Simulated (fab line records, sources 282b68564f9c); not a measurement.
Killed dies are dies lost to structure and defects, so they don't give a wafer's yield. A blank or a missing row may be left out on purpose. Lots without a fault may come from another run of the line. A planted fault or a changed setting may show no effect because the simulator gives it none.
fab line records | flow rit_cmos
record lots=6 wafers=18 last_day=6
route steps=202 shown ACTIVE@11 FOX1@20 FOX2@23 NWELL@28 PWELL@39 WELLDRIVE@50 M1@202
lots that met no fault: from a run of the same line without faults
start_h: hours from the record's first day to the start of the lot's first wafer shown | wait_h: hours since the lot's step before | " the same as in the row above | L1.1+2: a row that stands for several wafers | - no value, or no start given | * or withheld: withheld | < > ~ a bound
route shown NAME@n: a module of which the file shows steps, and the number in the route of the first | usual: mean/standard deviation of fault-free wafers | same: alike in all rows | chamber/n: place in a boat | sites: the reading at each site | _std_site: their standard deviation | _edge_site: outer sites' mean less inner sites' | radius_mm: how far each site lies from the wafer's centre | mask NAME#n: copy n | behind: the tool/chamber that last shaped the wafer | hold: why the lot was held/for how many hours/how that ended | device: the transistor (n, p or np) that didn't switch | end of line: the same wafers' tests at the end of the route | a step without rows: its recipe alone | killed: dies lost to structure and defects at the first sort, not the wafer's yield | map: a wafer's dies, x killed, . not, _ none there
set.NAME: the setting as run; set.NAME@STEP: as run at that earlier step | model.NAME: the simulator's own value behind a step, which no gauge read
lots at some steps of the route; a table a step, a row a wafer
services: from which hour (start_h, from the record's first day; less than 0 if before it) a tool's chamber was out of use, for how many hours, and why
## steps
# step RIT_ACTIVE_DEVELOP_10
# recipe resist=NOVOLAK develop_time_s=50 dev_temp_c=23
# step RIT_ACTIVE_CD_MEAS_11
# recipe target_cd_nm=1400
# usual cd_nm=1399.0/2.7
# columns lot.wafer tool chamber start_h wait_h cd_nm
L829.1 cd_sem-01 - 14.76 - 1403.1
L829.3 " - " " 1400.0
L829.5 " - " " 1401.0
L830.2 cd_sem-02 - 20.17 - 1396.0
L830.4 " - " " 1397.7
L830.6 " - " " 1397.2
L831.2 cd_sem-02 - 24.46 - 1398.3
L831.4 " - " " 1399.3
L831.5 " - " " 1395.2
L834.1 cd_sem-01 - 40.18 - 1397.3
L834.4 " - " " 1399.1
L834.6 " - " " 1399.5
L842.1 cd_sem-01 - 79.44 - 1393.9
L842.2 " - " " 1396.6
L842.6 " - " " 1393.6
L846.1 cd_sem-01 - 99.56 - 1404.5
L846.4 " - " " 1402.4
L846.5 " - " " 1401.6
# step RIT_ACTIVE_HARDBAKE_12
# recipe resist=NOVOLAK temp_c=140 time_s=60
# step RIT_ACTIVE_ETCH_13
# recipe stop_on=SiO2 chemistry=SF6 target=Si3N4 time_s=210 over_etch_frac=0.4 SF6_flow_sccm=200 pressure_mtorr=260 rf_w=125 target_depth_a=2100
# usual drypump_motor_current_A=5.8/0.4 oes_product_au=0.816/0.012 throttle_valve_pct=7.43/0.11
# columns lot.wafer tool chamber start_h wait_h drypump_motor_current_A oes_product_au rf_hours_counter_h throttle_valve_pct
L829.1 rie_diel-04 0 15.03 0.1 5.9 0.812 121 7.38
L829.3 " 2 " " 6.2 0.822 160 7.68
L829.5 " 1 " " 5.7 0.842 - 7.37
L830.2 rie_diel-02 0 20.42 0.1 5.7 0.814 122 7.40
L830.4 " 2 " " 5.9 0.807 101 7.44
L830.6 " 3 " " 5.4 0.808 - 7.31
L831.2 rie_diel-02 1 24.71 0.1 6.0 0.816 10 7.55
L831.4 " 0 " " 5.7 0.812 122 7.38
L831.5 " 3 " " 5.3 0.815 - 7.31
L834.1 rie_diel-01 3 40.45 0.1 5.2 0.827 1 7.38
L834.4 " 1 " " 5.2 0.829 4 7.44
L834.6 " 1 " " 5.2 0.835 - 7.43
L842.1 rie_diel-02 3 79.71 0.1 5.4 0.813 116 7.33
L842.2 " 2 " " 5.9 0.803 102 7.44
L842.6 " 0 " " 5.7 0.823 - 7.37
L846.1 rie_diel-04 0 99.83 0.1 6.0 0.790 123 7.38
L846.4 " 1 " " 5.7 0.839 - 7.37
L846.5 " 3 " " 6.1 0.816 - 7.61
# step RIT_ACTIVE_STRIP_14
# recipe chemistry=O2 time_s=180 resist=NOVOLAK platen_temp_c=withheld power_w=500 pressure_mtorr=4000 o2_flow_sccm=4000
# usual drypump_motor_current_A=5.5/0.45
# columns lot.wafer tool chamber start_h wait_h drypump_motor_current_A rf_hours_counter_h
L829.1 plasma_asher-03 1 15.16 0.1 5.7 22
L829.3 " 0 " " 6.0 -
L829.5 " 1 " " 5.7 -
L830.2 plasma_asher-04 0 20.56 0.1 4.8 37
L830.4 " 0 " " 4.8 -
L830.6 " 0 " " 4.8 -
L831.2 plasma_asher-03 0 24.84 0.1 6.0 23
L831.4 " 1 " " 5.7 -
L831.5 " 0 " " 6.0 -
L834.1 plasma_asher-03 1 40.58 0.1 5.7 25
L834.4 " 0 " " 5.9 -
L834.6 " 0 " " 6.0 -
L842.1 plasma_asher-04 0 79.84 0.1 4.8 44
L842.2 " 1 " " 5.2 44
L842.6 " 1 " " 5.2 -
L846.1 plasma_asher-03 0 99.97 0.1 6.0 29
L846.4 " 1 " " 5.7 -
L846.5 " 1 " " 5.7 -
# step RIT_ACTIVE_CD_MEAS_90
# recipe target_cd_nm=1400
# usual cd_nm=1399.1/2.7
# columns lot.wafer tool chamber start_h wait_h cd_nm
L829.1 cd_sem-01 - 15.34 0.1 1403.3
L829.3 " - " " 1400.2
L829.5 " - " " 1401.2
L830.2 cd_sem-01 - 20.75 0.1 1396.4
L830.4 " - " " 1397.6
L830.6 " - " " 1397.6
L831.2 cd_sem-02 - 25.04 0.1 1398.2
L831.4 " - " " 1399.0
L831.5 " - " " 1395.7
L834.1 cd_sem-01 - 40.76 0.1 1396.9
L834.4 " - " " 1399.1
L834.6 " - " " 1399.5
L842.1 cd_sem-02 - 80.02 0.1 1394.0
L842.2 " - " " 1396.5
L842.6 " - " " 1394.0
L846.1 cd_sem-01 - 100.14 0.1 1404.4
L846.4 " - " " 1402.8
L846.5 " - " " 1401.9
# step RIT_ACTIVE_CLEAN_15
# recipe chemistry=SC1 mix=3:3:50 time_s=600 temp_c=75
# step RIT_ACTIVE_CLEAN_16
# recipe chemistry=dHF dilution=50:1 time_s=30
# step RIT_ACTIVE_CLEAN_17
# recipe chemistry=SC2 mix=3:3:50 time_s=600 temp_c=75 dry=n2_spin
# step RIT_FOX1_OXIDATION_00
# recipe temp_c=1100 ambient=H2O target_thk_a=3507 p_h2o_torr=720 ox_time_s=1130
# step RIT_FOX1_THK_MEAS_01
# recipe reads=SiO2_of_FOX1_OXIDATION_00
# usual FOX1_OXIDE_THK=350/8.1
# columns lot.wafer tool chamber start_h wait_h FOX1_OXIDE_THK[nm]
L829.1 film_metro-03 - 17.33 0.0 346
L829.3 " - " " 349
L829.5 " - " " 353
L830.2 film_metro-01 - 22.54 0.0 344
L830.4 " - " " 337
L830.6 " - " " 348
L831.2 film_metro-01 - 26.83 0.0 350
L831.4 " - " " 349
L831.5 " - " " 353
L834.1 film_metro-03 - 43.16 0.0 357
L834.4 " - " " 354
L834.6 " - " " 356
L842.1 film_metro-01 - 83.33 0.0 351
L842.2 " - " " 344
L842.6 " - " " 339
L846.1 film_metro-03 - 102.90 0.0 348
L846.4 " - " " 352
L846.5 " - " " 348
# step RIT_FOX1_WET_ETCH_02
# recipe chemistry=BOE target_depth_nm=350 time_s=390 temp_c=21.5 dry=n2_spin dilution=10:1 target=SiO2
# step RIT_FOX2_OXIDATION_00
# recipe temp_c=1100 ambient=H2O target_thk_a=3507 p_h2o_torr=720 ox_time_s=1130
# usual zone_power_centre_pct=50.5/2.5
# columns lot.wafer tool chamber start_h wait_h zone_power_centre_pct
L829.1 furnace-03 0 18.83 1.3 46.7
L829.3 " 0 " " 47.9
L829.5 " 0 " " 47.8
L830.2 furnace-02 0 22.71 0.0 53.5
L830.4 " 0 " " 52.4
L830.6 " 0 " " 52.8
L831.2 furnace-01 0 27.01 0.0 49.7
L831.4 " 0 " " 50.5
L831.5 " 0 " " 49.6
L834.1 furnace-03 0 43.34 0.0 47.4
L834.4 " 0 " " 47.5
L834.6 " 0 " " 47.7
L834.1 furnace-03 0 45.50 0.9 48.0
L834.4 " 0 " " 47.7
L834.6 " 0 " " 47.5
L842.1 furnace-01 0 83.54 0.0 50.2
L842.2 " 0 " " 49.8
L842.6 " 0 " " 49.9
L842.1 furnace-01 0 85.03 0.2 49.5
L842.2 " 0 " " 49.1
L842.6 " 0 " " 49.7
L846.1 furnace-02 0 103.07 0.0 53.7
L846.4 " 0 " " 51.8
L846.5 " 0 " " 53.1
# step RIT_FOX2_THK_MEAS_01
# recipe reads=SiO2_of_FOX2_OXIDATION_00
# usual FOX2_OXIDE_THK=353/5.9
# columns lot.wafer tool chamber start_h wait_h FOX2_OXIDE_THK[nm]
L829.1 film_metro-01 - 20.14 0.0 349
L829.3 " - " " 351
L829.5 " - " " 349
L830.2 film_metro-01 - 24.03 0.0 350
L830.4 " - " " 353
L830.6 " - " " 349
L831.2 film_metro-01 - 28.33 0.0 352
L831.4 " - " " 349
L831.5 " - " " 352
L834.1 film_metro-03 - 46.82 0.0 524
L834.4 " - " " 514
L834.6 " - " " 525
L842.1 film_metro-01 - 86.34 0.0 539
L842.2 " - " " 520
L842.6 " - " " 525
L846.1 film_metro-03 - 104.39 0.0 356
L846.4 " - " " 355
L846.5 " - " " 357
# step RIT_FOX2_CLEAN_02
# recipe chemistry=dHF dilution=50:1 time_s=180
# columns lot.wafer tool chamber start_h wait_h model.SiO2_of_FOX2_OXIDATION_00.thk_nm model.Si3N4_of_ACTIVE_CVD_03.thk_nm
L829.1 wet_bench-01 0 20.20 0.1 332.9 133
L829.3 " 0 " " 333.6 132.1
L829.5 " 0 " " 332.7 132.7
L830.2 wet_bench-02 1 24.08 0.0 333.9 129.2
L830.4 " 1 " " 337.3 130.3
L830.6 " 1 " " 332.4 130.2
L831.2 wet_bench-01 3 28.38 0.0 334.9 131
L831.4 " 3 " " 331.8 131.4
L831.5 " 3 " " 336 130.9
L834.1 wet_bench-01 0 46.88 0.1 507.5 129.9
L834.4 " 0 " " 497.2 127.7
L834.6 " 0 " " 508.2 129.2
L842.1 wet_bench-01 2 86.40 0.1 522.4 128.7
L842.2 " 2 " " 503.1 128.6
L842.6 " 2 " " 509.1 128.6
L846.1 wet_bench-04 2 104.45 0.1 339.4 129.9
L846.4 " 2 " " 337.4 130.6
L846.5 " 2 " " 340 130.2
# step RIT_FOX2_WET_ETCH_03
# recipe chemistry=H3PO4 target=Si3N4 target_depth_nm=195 temp_c=165 time_s=2700
# columns lot.wafer tool chamber start_h wait_h model.SiO2_of_FOX2_OXIDATION_00.thk_nm
L829.1 wet_bench-02 3 20.26 0.0 322.2
L829.3 " 3 " " 323
L829.5 " 3 " " 322
L830.2 wet_bench-04 2 24.14 0.0 323.4
L830.4 " 2 " " 326.7
L830.6 " 2 " " 321.9
L831.2 wet_bench-02 2 28.44 0.0 324.4
L831.4 " 2 " " 321.2
L831.5 " 2 " " 325.4
L834.1 wet_bench-02 0 47.02 0.1 496.7
L834.4 " 0 " " 486.5
L834.6 " 0 " " 497.4
L842.1 wet_bench-04 2 86.46 0.0 511.9
L842.2 " 2 " " 492.6
L842.6 " 2 " " 498.5
L846.1 wet_bench-01 0 104.51 0.0 328.6
L846.4 " 0 " " 326.7
L846.5 " 0 " " 329.3
# step RIT_FOX2_THK_MEAS_90
# recipe reads=SiO2_of_FOX2_OXIDATION_00
# usual FIELD_OXIDE_LEFT_1_THK=325/6
# columns lot.wafer tool chamber start_h wait_h FIELD_OXIDE_LEFT_1_THK[nm]
L829.1 film_metro-01 - 21.02 0.0 322
L829.3 " - " " 323
L829.5 " - " " 322
L830.2 film_metro-01 - 24.91 0.0 323
L830.4 " - " " 327
L830.6 " - " " 322
L831.2 film_metro-01 - 29.28 0.0 324
L831.4 " - " " 321
L831.5 " - " " 326
L834.1 film_metro-02 - 47.78 0.0 497
L834.4 " - " " 487
L834.6 " - " " 498
L842.1 film_metro-03 - 87.97 0.0 512
L842.2 " - " " 493
L842.6 " - " " 498
L846.1 film_metro-01 - 105.27 0.0 329
L846.4 " - " " 327
L846.5 " - " " 329
# step RIT_NWELL_HMDS_00
# recipe prime_time_s=60 prime_temp_c=140
# step RIT_NWELL_COAT_01
# recipe resist=NOVOLAK spin_rpm=2000 resist_thk_nm=1300
# step RIT_NWELL_SOFTBAKE_02
# recipe resist=NOVOLAK temp_c=90 time_s=60
# step RIT_NWELL_EXPOSE_03
# recipe mask_id=M2 na=0.57 target_cd_nm=43900 dose_mj=250
# step RIT_NWELL_PEB_04
# recipe resist=NOVOLAK temp_c=withheld time_s=withheld
# step RIT_NWELL_DEVELOP_05
# recipe resist=NOVOLAK develop_time_s=68 dev_temp_c=23
# step RIT_NWELL_OVL_MEAS_06
# usual NWELL_OVL=0.1/1.4
# columns lot.wafer tool chamber start_h wait_h NWELL_OVL[nm]
L829.1 overlay-02 - 22.38 - 2.1
L829.3 " - " " -0.8
L829.5 " - " " 0.1
L830.2 overlay-02 - 25.97 - -1.6
L830.4 " - " " -1.5
L830.6 " - " " -0.3
L831.2 overlay-02 - 30.34 - 1.2
L831.4 " - " " 0.0
L831.5 " - " " 0.6
L834.1 overlay-02 - 48.83 - -0.1
L834.4 " - " " 0.3
L834.6 " - " " -0.7
L842.1 overlay-01 - 89.17 - -0.8
L842.2 " - " " -0.9
L842.6 " - " " 0.1
L846.1 overlay-02 - 106.34 - 0.8
L846.4 " - " " -0.9
L846.5 " - " " -0.2
# step RIT_NWELL_HARDBAKE_07
# recipe resist=NOVOLAK temp_c=140 time_s=120
# step RIT_NWELL_IMPLANT_08
# recipe species=P energy_kev=170 dose_cm2=5e+13 tilt_deg=7
# step RIT_NWELL_STRIP_09
# recipe chemistry=O2 time_s=180 resist=NOVOLAK platen_temp_c=withheld power_w=500 pressure_mtorr=4000 o2_flow_sccm=4000
# usual drypump_motor_current_A=5.7/0.56
# columns lot.wafer tool chamber start_h wait_h drypump_motor_current_A rf_hours_counter_h
L829.1 plasma_asher-02 1 22.81 0.1 5.8 38
L829.3 " 1 " " 5.7 -
L829.5 " 1 " " 5.8 -
L830.2 plasma_asher-04 0 26.40 0.1 4.8 38
L830.4 " 1 " " 5.2 -
L830.6 " 1 " " 5.2 -
L831.2 plasma_asher-01 0 30.77 0.1 5.1 38
L831.4 " 1 " " 6.1 -
L831.5 " 1 " " 6.1 -
L834.1 plasma_asher-04 0 49.41 0.2 4.8 40
L834.4 " 1 " " 5.2 -
L834.6 " 1 " " 5.2 -
L842.1 plasma_asher-02 0 89.65 0.2 6.5 45
L842.2 " 1 " " 5.7 45
L842.6 " 0 " " 6.5 -
L846.1 plasma_asher-02 0 106.78 0.1 6.5 48
L846.4 " 0 " " 6.5 -
L846.5 " 1 " " 5.7 -
# step RIT_NWELL_TW_MEAS_10
# usual NWELL_TW=2156/22
# columns lot.wafer tool chamber start_h wait_h NWELL_TW
L829.1 film_metro-01 - 22.99 0.1 2115
L829.3 " - " " 2123
L829.5 " - " " 2107
L830.2 film_metro-02 - 26.58 0.1 2159
L830.4 " - " " 2151
L830.6 " - " " 2177
L831.2 film_metro-02 - 30.95 0.1 2161
L831.4 " - " " 2153
L831.5 " - " " 2166
L834.1 film_metro-04 - 49.59 0.1 2169
L834.4 " - " " 2166
L834.6 " - " " 2166
L842.1 film_metro-01 - 89.82 0.1 2119
L842.2 " - " " 2113
L842.6 " - " " 2109
L846.1 film_metro-04 - 106.95 0.1 2165
L846.4 " - " " 2184
L846.5 " - " " 2179
# step RIT_PWELL_HMDS_00
# recipe prime_time_s=60 prime_temp_c=140
# step RIT_PWELL_COAT_01
# recipe resist=NOVOLAK spin_rpm=2000 resist_thk_nm=1300
# step RIT_PWELL_SOFTBAKE_02
# recipe resist=NOVOLAK temp_c=90 time_s=60
# step RIT_PWELL_EXPOSE_03
# recipe mask_id=M3 na=0.57 target_cd_nm=43700 dose_mj=250
# step RIT_PWELL_PEB_04
# recipe resist=NOVOLAK temp_c=withheld time_s=withheld
# step RIT_PWELL_DEVELOP_05
# recipe resist=NOVOLAK develop_time_s=68 dev_temp_c=23
# step RIT_PWELL_OVL_MEAS_06
# usual PWELL_OVL=0.1/1.3
# columns lot.wafer tool chamber start_h wait_h PWELL_OVL[nm]
L829.1 overlay-02 - 23.93 - -0.8
L829.3 " - " " 0.0
L829.5 " - " " 0.2
L830.2 overlay-01 - 27.65 - -0.9
L830.4 " - " " -0.8
L830.6 " - " " 0.9
L831.2 overlay-02 - 32.01 - -1.6
L831.4 " - " " -1.4
L831.5 " - " " -2.8
L834.1 overlay-01 - 50.66 - 1.0
L834.4 " - " " 0.8
L834.6 " - " " 2.9
L842.1 overlay-02 - 91.13 - -1.2
L842.2 " - " " -1.4
L842.6 " - " " -2.1
L846.1 overlay-01 - 107.89 - 0.0
L846.4 " - " " 1.7
L846.5 " - " " 0.9
# step RIT_PWELL_HARDBAKE_07
# recipe resist=NOVOLAK temp_c=140 time_s=120
# step RIT_PWELL_IMPLANT_08
# recipe species=B energy_kev=170 dose_cm2=7e+13 tilt_deg=7
# step RIT_PWELL_STRIP_09
# recipe chemistry=O2 time_s=180 resist=NOVOLAK platen_temp_c=withheld power_w=500 pressure_mtorr=4000 o2_flow_sccm=4000
# usual drypump_motor_current_A=5.8/0.52
# columns lot.wafer tool chamber start_h wait_h drypump_motor_current_A rf_hours_counter_h
L829.1 plasma_asher-04 0 24.36 0.1 4.8 38
L829.3 " 0 " " 4.8 -
L829.5 " 0 " " 4.8 -
L830.2 plasma_asher-03 0 28.08 0.1 6.0 24
L830.4 " 1 " " 5.7 -
L830.6 " 0 " " 6.0 -
L831.2 plasma_asher-02 1 32.44 0.1 5.7 39
L831.4 " 0 " " 6.5 -
L831.5 " 1 " " 5.7 -
L834.1 plasma_asher-02 1 51.09 0.1 5.7 41
L834.4 " 1 " " 5.7 -
L834.6 " 1 " " 5.7 -
L842.1 plasma_asher-04 1 91.58 0.1 5.2 45
L842.2 " 0 " " 4.8 45
L842.6 " 0 " " 4.8 -
L846.1 plasma_asher-02 1 108.33 0.1 5.7 48
L846.4 " 0 " " 6.4 -
L846.5 " 0 " " 6.4 -
# step RIT_PWELL_TW_MEAS_10
# usual PWELL_TW=954/12
# columns lot.wafer tool chamber start_h wait_h PWELL_TW
L829.1 film_metro-04 - 24.54 0.1 957
L829.3 " - " " 959
L829.5 " - " " 967
L830.2 film_metro-02 - 28.26 0.1 958
L830.4 " - " " 961
L830.6 " - " " 960
L831.2 film_metro-04 - 32.63 0.1 962
L831.4 " - " " 966
L831.5 " - " " 958
L834.1 film_metro-04 - 51.27 0.1 967
L834.4 " - " " 975
L834.6 " - " " 963
L842.1 film_metro-04 - 91.76 0.1 968
L842.2 " - " " 967
L842.6 " - " " 968
L846.1 film_metro-04 - 108.50 0.1 963
L846.4 " - " " 964
L846.5 " - " " 967
# step RIT_WELLDRIVE_ANNEAL_00
# recipe temp_c=1100 time_s=14700 ambient=N2
# step RIT_WELLDRIVE_RS_MEAS_01
# recipe thk_meas_gauge=four-point-probe
# usual NWELL_RS=275.5/0.81
# columns lot.wafer tool chamber start_h wait_h NWELL_RS[ohm/sq]
L829.1 film_metro-04 - 29.68 0.0 275.0
L829.3 " - " " 275.7
L829.5 " - " " 275.6
L830.2 film_metro-04 - 33.42 0.0 274.7
L830.4 " - " " 275.2
L830.6 " - " " 274.5
L831.2 film_metro-02 - 37.78 0.0 275.1
L831.4 " - " " 276.5
L831.5 " - " " 275.7
L834.1 film_metro-02 - 57.15 0.0 273.9
L834.4 " - " " 274.0
L834.6 " - " " 274.3
L842.1 film_metro-02 - 96.90 0.0 274.3
L842.2 " - " " 274.4
L842.6 " - " " 274.9
L846.1 film_metro-01 - 113.64 0.0 277.2
L846.4 " - " " 276.2
L846.5 " - " " 275.9
# step RIT_WELLDRIVE_RS_MEAS_02
# recipe thk_meas_gauge=four-point-probe
# usual PWELL_RS=429.1/1.1
# columns lot.wafer tool chamber start_h wait_h PWELL_RS[ohm/sq]
L829.1 film_metro-04 - 29.80 0.1 428.5
L829.3 " - " " 429.1
L829.5 " - " " 428.2
L830.2 film_metro-04 - 33.54 0.1 429.5
L830.4 " - " " 430.8
L830.6 " - " " 428.9
L831.2 film_metro-02 - 37.90 0.1 431.0
L831.4 " - " " 430.4
L831.5 " - " " 430.5
L834.1 film_metro-02 - 57.27 0.1 427.5
L834.4 " - " " 426.3
L834.6 " - " " 427.2
L842.1 film_metro-02 - 97.17 0.3 428.0
L842.2 " - " " 427.5
L842.6 " - " " 427.4
L846.1 film_metro-01 - 113.76 0.1 431.9
L846.4 " - " " 431.2
L846.5 " - " " 430.8
# step RIT_FOX2_THK_MEAS_91
# recipe reads=SiO2_of_FOX2_OXIDATION_00
# usual FIELD_OXIDE_LEFT_2_THK=257/6.1
# columns lot.wafer tool chamber start_h wait_h FIELD_OXIDE_LEFT_2_THK[nm]
L829.1 film_metro-02 - 33.48 0.0 253
L829.3 " - " " 254
L829.5 " - " " 253
L830.2 film_metro-02 - 37.46 0.0 255
L830.4 " - " " 259
L830.6 " - " " 254
L831.2 film_metro-03 - 41.66 0.0 257
L831.4 " - " " 255
L831.5 " - " " 259
L834.1 film_metro-01 - 61.62 0.0 428
L834.4 " - " " 418
L834.6 " - " " 428
L842.1 film_metro-02 - 101.67 0.0 445
L842.2 " - " " 426
L842.6 " - " " 431
L846.1 film_metro-01 - 117.92 0.1 260
L846.4 " - " " 258
L846.5 " - " " 261
# step RIT_M1_PROBE_99
# usual killed_at_front_end=6.8/2.8 killed_dies=6.9/2.8 killed_open=3.3/1.9 killed_short=3.5/1.8
# same gross_dies=264 killed_at_M0_to_M3=0 killed_at_M4_up=0 killed_at_back_side=0 killed_at_contacts=0 killed_at_other=0
# columns lot.wafer tool chamber start_h wait_h killed_at_front_end killed_dies killed_open killed_short
L829.1 prober-01 - 58.69 0.1 7 7 4 3
L829.3 prober-01 - 58.79 0.2 11 11 6 5
L829.5 prober-01 - 58.89 0.2 12 12 8 4
L831.2 prober-01 - 66.21 0.1 7 7 4 3
L831.4 prober-01 - 66.31 0.2 10 10 3 7
L831.5 prober-01 - 66.36 0.2 7 7 3 4
L834.1 prober-02 - 93.49 0.1 6 6 2 4
L834.4 prober-02 - 93.64 0.2 6 6 4 2
L834.6 prober-02 - 93.74 0.2 3 3 1 2
L842.1 prober-02 - 128.86 0.1 10 10 3 7
L842.2 prober-02 - 128.91 0.1 7 7 2 5
L842.6 prober-02 - 129.11 0.2 9 9 5 4
# killed by level:class
L829.1 FOX1:geometric_particle:open=3 FOX1:geometric_particle:short=2 REOX:geometric_particle:open=1 SPACER:geometric_particle:short=1
L829.3 FOX1:geometric_particle:short=4 FOX1:geometric_particle:open=3 GATE:geometric_particle:open=2 SPACER:geometric_particle:short=1 SILICIDE:geometric_particle:open=1
L829.5 FOX1:geometric_particle:open=4 FOX1:geometric_particle:short=2 GATE:geometric_particle:open=2 FOX2:geometric_particle:open=1 GATE:geometric_particle:short=1 REOX:geometric_particle:short=1 SPACER:geometric_particle:open=1
L831.2 REOX:geometric_particle:short=2 FOX2:geometric_particle:open=1 GATE:geometric_particle:open=1 GATE:geometric_particle:short=1 REOX:geometric_particle:open=1 SILICIDE:geometric_particle:open=1
L831.4 GATE:geometric_particle:short=3 GATE:geometric_particle:open=3 FOX2:geometric_particle:short=2 REOX:geometric_particle:short=1 SILICIDE:geometric_particle:short=1
L831.5 GATE:geometric_particle:open=2 FOX1:geometric_particle:short=1 GATE:geometric_particle:short=1 SPACER:geometric_particle:short=1 SILICIDE:geometric_particle:open=1 SILICIDE:geometric_particle:short=1
L834.1 FOX2:geometric_particle:short=3 FOX2:geometric_particle:open=1 REOX:geometric_particle:open=1 SILICIDE:geometric_particle:short=1
L834.4 FOX2:geometric_particle:open=2 ACTIVE:geometric_particle:open=1 GATE:geometric_particle:short=1 SPACER:geometric_particle:open=1 SILICIDE:geometric_particle:short=1
L834.6 GATE:geometric_particle:short=2 GATE:geometric_particle:open=1
L842.1 GATE:geometric_particle:short=4 FOX1:geometric_particle:short=2 GATE:geometric_particle:open=2 FOX1:geometric_particle:open=1 REOX:geometric_particle:short=1
L842.2 GATE:geometric_particle:short=4 FOX1:geometric_particle:short=1 FOX1:geometric_particle:open=1 REOX:geometric_particle:open=1
L842.6 GATE:geometric_particle:open=4 GATE:geometric_particle:short=4 SPACER:geometric_particle:open=1
## services
# columns tool chamber start_h hours kind
plasma_asher-04 - -2.84 2.8 pm
furnace-01 - 4.59 4.0 pm
plasma_asher-01 - 22.10 1.8 repair
rie_diel-04 2 57.23 6.5 repair
furnace-03 - 74.59 3.4 pm
furnace-03 - 77.94 4.1 pm
rie_diel-04 2 87.32 - clean
rie_diel-04 3 101.87 3.9 repair
rie_diel-02 1 102.31 16.7 repair
rie_diel-02 0 102.37 5.3 repair
rie_diel-01 2 105.66 - clean
rie_diel-01 2 105.66 15.9 scheduled_down
rie_diel-01 2 105.66 15.9 vent_cycle
## key
first_sign step=RIT_FOX2_OXIDATION_00 reading=visit direction=added
effect step=RIT_FOX2_THK_MEAS_01 reading=FOX2_OXIDE_THK direction=up sigmas=29 usual=353 struck=524
effect step=RIT_FOX2_THK_MEAS_90 reading=FIELD_OXIDE_LEFT_1_THK direction=up sigmas=29 usual=325 struck=497
effect step=RIT_FOX2_THK_MEAS_91 reading=FIELD_OXIDE_LEFT_2_THK direction=up sigmas=28 usual=257 struck=429
model_effect step=RIT_FOX2_CLEAN_02 value=SiO2_of_FOX2_OXIDATION_00.thk_nm without=335.7 struck=507.9
model_effect step=RIT_FOX2_WET_ETCH_03 value=SiO2_of_FOX2_OXIDATION_00.thk_nm without=325.1 struck=497.3
met_at RIT_FOX2_OXIDATION_00
struck_wafers L834.1,L834.4,L834.6,L842.1,L842.2,L842.6
tester_left_out L834,L842
fault kind=repeated_step_whole tool=furnace-01,furnace-02,furnace-03 chamber=- onset_h=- steps=RIT_FOX2_OXIDATION_00 times=1 scope=struck_lots_only
# tester_left_out: of these lots the tester's yield and bins aren't shown, on N5 and GAA mostly nor the transistor test; their killed dies are dies lost to structure and defects alone, not to doping, threshold or leakage, so they don't give the yield
